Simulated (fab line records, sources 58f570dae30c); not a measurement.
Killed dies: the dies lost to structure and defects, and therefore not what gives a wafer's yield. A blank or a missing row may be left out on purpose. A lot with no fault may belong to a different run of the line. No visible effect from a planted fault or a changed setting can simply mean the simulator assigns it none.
Split-lot study | flow berkeleyCmos170 | 23 wafers read across 5 lots, on a route 331 steps long

== ABOUT THE SPLIT ==
At UCB170_NWELL_IMPLANT_14, the setting doseCm2 was moved away from the recipe's 1e+13 on 8 of the 23 wafers read, by -1.9% to +6.4%. All remaining wafers had this setting at the recipe value.

== SPLIT TO READING: what lies between them in the file, 1 step ==
- UCB170_NWELL_STRIP_15: strips in O2

== THE READING ==
NWELL_TW, at UCB170_NWELL_TW_MEAS_16. Typical for fault-free wafers on this fab line: 1238, with standard deviation 4.4.

wafer  | tool, chamber at the split | doseCm2 as run | against the recipe | NWELL_TW | against lot-mates on the recipe
L074.1 | implanter-03, 0            | 1.064e+13      | +6.4%              | 1258     | +27
L074.2 | implanter-03, 0            | 1e+13          | recipe             | 1234     | -
L074.3 | implanter-03, 0            | 1.064e+13      | +6.4%              | 1256     | +25
L074.4 | implanter-03, 0            | 1e+13          | recipe             | 1228     | -
L074.6 | implanter-03, 0            | 1.064e+13      | +6.4%              | 1261     | +30
L075.4 | implanter-04, 0            | 1e+13          | recipe             | 1241     | -
L075.5 | implanter-04, 0            | 1e+13          | recipe             | 1243     | -
L075.6 | implanter-04, 0            | 1e+13          | recipe             | 1238     | -
L076.1 | implanter-04, 0            | 1.038e+13      | +3.8%              | 1251     | +15
L076.2 | implanter-04, 0            | 1.038e+13      | +3.8%              | 1248     | +12
L076.3 | implanter-04, 0            | 1e+13          | recipe             | 1234     | -
L076.5 | implanter-04, 0            | 1e+13          | recipe             | 1236     | -
L076.6 | implanter-04, 0            | 1e+13          | recipe             | 1238     | -
L083.1 | implanter-04, 0            | 1e+13          | recipe             | 1242     | -
L083.3 | implanter-04, 0            | 1e+13          | recipe             | 1245     | -
L083.4 | implanter-04, 0            | 1e+13          | recipe             | 1239     | -
L083.5 | implanter-04, 0            | 1e+13          | recipe             | 1244     | -
L083.6 | implanter-04, 0            | 1e+13          | recipe             | 1240     | -
L085.1 | implanter-04, 0            | 9.808e+12      | -1.9%              | 1228     | -8
L085.2 | implanter-04, 0            | 1e+13          | recipe             | 1235     | -
L085.3 | implanter-04, 0            | 9.808e+12      | -1.9%              | 1233     | -2
L085.4 | implanter-04, 0            | 9.808e+12      | -1.9%              | 1224     | -12
L085.6 | implanter-04, 0            | 1e+13          | recipe             | 1236     | -

THE FIT
A straight line over all 23 wafers: NWELL_TW changes by +3.35 for each +1% of doseCm2; r = +0.90; the points scatter about the line by 4.2.
The same after taking each lot's own level away (the mean of its wafers on the recipe; 23 wafers): +4.1 for each +1%; r = +0.97; scatter 2.6.
That fit puts the effect of the largest move of doseCm2 on the reading at 26.
From 1231.0 to 1242.0: that is the span of the lots' own levels, equal to 2.5 times the standard deviation above.
So the slope is not independent of the lot-to-lot level: the two fits are not the same.
Check: with one of the wafers moved furthest among these (+6.4%) left out of the fit, the line predicts +26.1 for it against its lot-mates. It came out at +27 against them.

== FURTHER SPLITS ON THESE WAFERS ==
Before the reading, these wafers also passed through other splits. Each is held against what the fit with the lots' levels taken away leaves over:
other split on the same wafers  | wafers away from the commonest value | r with NWELL_TW (lot level and that fit taken away)
UCB170_ZERO_COAT_01 resistThkNm | 6                                    | -0.04
UCB170_ZERO_STRIP_07 o2FlowSccm | 8                                    | -0.28

== FILE'S OWN FIT ==
NWELL_TW changes by +4 for each +1% of doseCm2, r = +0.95.
